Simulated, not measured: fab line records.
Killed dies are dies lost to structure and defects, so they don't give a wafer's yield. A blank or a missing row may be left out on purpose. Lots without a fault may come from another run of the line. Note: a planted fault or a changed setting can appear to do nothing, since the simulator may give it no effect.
Code-filled problem report in 8D (eight disciplines) form + flow berkeley_cmos170 + the parts of the form that need people (team, actions taken, sign-off) are left out

1. WHAT IS WRONG
Across 6 wafers from 2 lots, WELLDRIVE_OXIDE_THK at UCB170_WELLDRIVE_THK_MEAS_02 averages 217 nm, while fault-free wafers read 199 nm with a standard deviation of 3.1. That puts it +5.8 standard deviations away from the usual mean.
Earliest sighting: wafer L849.1 on film_metro-03 at day 6 08:43. The record has a number at this step for 42 wafers belonging to 14 lots. Rule for "out", or "out of limits": more than 4 standard deviations from the usual mean. The other wafers with a number count as sound.

2. WHAT IT IS; WHAT IT IS NOT
| question                    | is                           | is not                                                                                                              |
|-----------------------------|------------------------------|---------------------------------------------------------------------------------------------------------------------|
| which readings at this step | WELLDRIVE_OXIDE_THK          | -                                                                                                                   |
| which lots                  | L849, L850                   | L839, L842, L846, L851, L854, L855, L856, L857, L858, L859, L860, L861                                              |
| which wafers of those lots  | all that have a number       | -                                                                                                                   |
| read on which gauges        | film_metro-03, film_metro-04 | film_metro-01                                                                                                       |
| when                        | from day 6 08:43             | up to then (9 sound wafers); but 27 sound wafers of L851, L854, L855, L856, L857, L858, L859, L860, L861 came after |

3. SUSPECTS, AND WHAT RULES EACH OUT
Counting: any tool at a process step up to the reading is kept as a suspect provided that every lot that is out went through it and no sound lot did after the first of them.
- the gauge at UCB170_WELLDRIVE_THK_MEAS_02 has been ruled out. The wafers that are out were read on 2 gauges (film_metro-03, film_metro-04).
- rie_diel-04 at UCB170_ZERO_ETCH_06 (etches SiO2 in CHF3/CF4/Ar, time 12 s): ruled out as a lasting fault. After its first lot that is out, L849 (day 3 23:57), sound lots L851 ran on it.
- furnace-01 at UCB170_WELLDRIVE_OXIDATION_01 (target thk 199 nm, ox time 9000 s): kept. Every lot that is out went through it, starting with L849 (day 6 05:13), and after that it ran no sound lot; the last sound lot it ran before then is L846 (day 5 06:01). Out on those wafers are its own readings of spike_tc_centre_C, spike_tc_load_C, spike_tc_source_C, tube_center_temp_C, tube_center_temp_C_max.
The count leaves furnace-01 at UCB170_WELLDRIVE_OXIDATION_01.

4. THE CAUSE (what the simulator had put in)
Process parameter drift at UCB170_WELLDRIVE_OXIDATION_01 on furnace-01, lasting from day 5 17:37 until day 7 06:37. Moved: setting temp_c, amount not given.
After counting, this tool was the only one left.

5. SEQUENCE OF EFFECTS, ordered by route
Each row: a reading whose mean over the struck wafers that have a number lies more than 3 standard deviations from the usual. Scope: only readings with a usual standard deviation given in the record; hours: median across lots of the time from each lot's start at the first step in this table that gives one to its start at this step; sigmas: change in usual standard deviations.
| hours | step                          | reading                | usual    | on struck wafers | change | sigmas      |
|-------|-------------------------------|------------------------|----------|------------------|--------|-------------|
| 0     | UCB170_WELLDRIVE_OXIDATION_01 | spike_tc_centre_C      | 1102.7 C | 1122.2           | +19.5  | +18         |
| 0     | UCB170_WELLDRIVE_OXIDATION_01 | spike_tc_load_C        | 1128.9 C | 1150.9           | +22.0  | +12         |
| 0     | UCB170_WELLDRIVE_OXIDATION_01 | spike_tc_source_C      | 1125.5 C | 1146.4           | +20.9  | +14         |
| 0     | UCB170_WELLDRIVE_OXIDATION_01 | tube_center_temp_C     | 1100.0 C | 1119.9           | +19.9  | +99 or more |
| 0     | UCB170_WELLDRIVE_OXIDATION_01 | tube_center_temp_C_max | 1102.9   | 1122.5           | +19.6  | +43         |
| 4     | UCB170_WELLDRIVE_THK_MEAS_02  | WELLDRIVE_OXIDE_THK    | 199 nm   | 217              | +18    | +5.8        |
Process steps it contains:
- UCB170_WELLDRIVE_OXIDATION_01: target thk 199 nm, ox time 9000 s.
Later measuring or inspecting steps at which every struck wafer that the step has a row for has a number for every such reading, and none has moved that far: UCB170_PVT_OVL_MEAS_06.

6. WHAT WOULD HAVE CAUGHT IT SOONER
Counted from the fault's start at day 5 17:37, it took 15 hours until the first out-of-limits reading at a measuring or inspecting step in this record, taken at day 6 08:43.
At UCB170_WELLDRIVE_OXIDATION_01, the tool's own readings (spike_tc_centre_C, spike_tc_load_C, spike_tc_source_C, tube_center_temp_C, tube_center_temp_C_max) were out on each struck wafer the step has a row for, so an alarm limit on them would have fired on the first such wafer.
The start of UCB170_WELLDRIVE_OXIDATION_01 on furnace-01 came by day 6 08:43 for every one of the lots that are out (2). None of them would have been spared by holding the tool at that moment.
